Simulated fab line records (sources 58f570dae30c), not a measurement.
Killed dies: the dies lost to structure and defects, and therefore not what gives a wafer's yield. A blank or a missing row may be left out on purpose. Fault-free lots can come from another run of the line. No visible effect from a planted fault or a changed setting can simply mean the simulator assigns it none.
Comparing a struck lot with a sound one :: flow berkeleyCmos170 :: 11 steps out of a route of 331
Sound: the wafers L987.2, L987.3, L987.5. Struck: wafers L998.1, L998.2, L998.3. The cause is named last.
At each step with rows: each side's tool, then ch and its chambers, then its first start. Under that, the readings that differ: sound wafers :: struck wafers :: difference of the means :: sigmas: that difference in standard deviations of wafers without a fault.
alike: readings with means less than 2 such deviations apart, plus words and numbers identical on both sides. not compared: withheld readings, readings lacking a value on some wafer, bounds such as >300 that could conceal the same value, and numbers that have no deviation in the record and whose values overlap.
The two part at a step that has a row with sigmas, a row that says differs or no value, or rows on one side only. Numbers that have no deviation but don't overlap get no sigmas and don't part them. A reading missing from all wafers of one side parts the sides only when that side holds two or more wafers.

UCB170_START_BOW_MEAS_00:
  sound on filmMetro-03, day 2 01:01; struck on filmMetro-03, day 4 08:00
  alike: INCOMING_BOW
then, 2 steps without rows for these wafers: UCB170_START_CLEAN_01 (cleans in dHF, time 60 s); UCB170_START_OXIDATION_02 (target thk 20 nm, ox time 1800 s).
UCB170_START_THK_MEAS_03:
  sound on filmMetro-03, day 2 04:51; struck on filmMetro-02, day 4 12:17
  alike: START_OXIDE_THK
then, 5 steps without rows for these wafers: UCB170_START_ANNEAL_04 (time 1200 s); UCB170_ZERO_HMDS_00 (prime time 60 s); UCB170_ZERO_COAT_01 (resist thk 900 nm); UCB170_ZERO_SOFTBAKE_02 (time 60 s); UCB170_ZERO_EXPOSE_03 (exposes mask PM MARKS, target cd 4000 nm).
UCB170_ZERO_PEB_04:
  struck on lithoTrack-04, day 4 19:46; sound on lithoTrack-04 ch 0, day 2 07:50
  no value came back on the struck wafers for chillPlateTempC (C), exhaustPa (Pa); on the sound wafers chillPlateTempC (C) reads 22.85 22.97 22.98
then, 1 step without rows for these wafers: UCB170_ZERO_DEVELOP_05 (develop time 45 s).

WHERE THEY PART
Only at UCB170_ZERO_PEB_04, as far as this record shows.

WHY: what the simulator had put in
Beginning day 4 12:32, the whole step at UCB170_ZERO_PEB_04 was skipped on lithoTrack-04. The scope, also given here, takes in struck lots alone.
